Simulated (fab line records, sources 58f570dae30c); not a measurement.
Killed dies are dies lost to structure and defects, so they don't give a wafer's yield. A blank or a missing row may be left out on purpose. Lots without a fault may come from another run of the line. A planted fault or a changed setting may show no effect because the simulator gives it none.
Problem report in the 8D (eight disciplines) form, filled by code | flow berkeley_cmos170 | the parts of the form that need people (team, actions taken, sign-off) are left out

1. THE PROBLEM
rf_fwd_power_W at UCB170_SPACER_CVD_00 reads a mean of 482.1 W on 2 wafers of 2 lots; wafers without a fault read 544.1 W with a standard deviation of 2.6. That is -24 standard deviations from the usual mean.
The step: deposits SiO2 from TEOS/O2, target thk 376 nm, time 47 s.
First seen on wafer L589.5, day 9 09:37, on pecvd-04. The record holds 40 wafers of 14 lots with a number at this step. Rule for "out", or "out of limits": more than 4 standard deviations from the usual mean. The other wafers with a number count as sound.

2. WHAT IT IS AND WHAT IT IS NOT
question                    | is               | is not
which readings at this step | rf_fwd_power_W   | heater_power_w
which lots                  | L589, L595       | L578, L580, L581, L582, L585, L586, L588, L591, L596, L597, L599, L600
which wafers of those lots  | L589.5, L595.6   | L595.2, L595.4
read on which tools         | pecvd-04         | pecvd-01, pecvd-02
when                        | from day 9 09:37 | up to then (24 sound wafers); but 14 sound wafers of L595, L596, L597, L599, L600 came after

3. SUSPECTS, AND WHAT RULES EACH OUT
Counting: a tool at a process step up to the reading stays a suspect if it ran every lot that is out. Sound lots after the first of them don't rule it out here, since some wafers of a struck lot are sound.
- pecvd-04 at UCB170_SPACER_CVD_00 (deposits SiO2 from TEOS/O2, target thk 376 nm, time 47 s): kept. It ran every lot that is out, first L589 (day 9 09:37); its last sound lot up to then is L586 (day 7 22:59). Its own readings are out on those wafers: rf_fwd_power_W.
- Within pecvd-04 at UCB170_SPACER_CVD_00: the wafers that are out ran in chamber 2; their sound lot-mates ran in chambers 0, 1.
Left after counting: pecvd-04 at UCB170_SPACER_CVD_00.

4. THE CAUSE (what the simulator had put in)
Process parameter drift: pecvd-04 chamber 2, from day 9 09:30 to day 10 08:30, at UCB170_SPACER_CVD_00. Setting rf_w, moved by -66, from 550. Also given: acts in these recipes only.
Counting left only this tool.

5. THE CHAIN OF EFFECTS, in route order
Each row: a reading whose mean over the struck wafers that have a number lies more than 3 standard deviations from the usual. Only readings for which the record gives a usual standard deviation are gone through. hours: the time from each lot's start at the first step in this table that gives one to its start at this step, as a median over the lots. sigmas: the change in usual standard deviations.
hours | step                 | reading        | usual   | on struck wafers | change | sigmas
0     | UCB170_SPACER_CVD_00 | rf_fwd_power_W | 544.1 W | 482.1            | -62.0  | -24
The process steps in it:
- UCB170_SPACER_CVD_00: deposits SiO2 from TEOS/O2, target thk 376 nm, time 47 s.
Later measuring or inspecting steps at which every struck wafer that the step has a row for has a number for every such reading, and none has moved that far: UCB170_M1_OVL_MEAS_10.

6. WHAT WOULD HAVE CAUGHT IT SOONER
In this record the first reading out of limits was taken at day 9 09:37, 0 hours after the fault began at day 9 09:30.
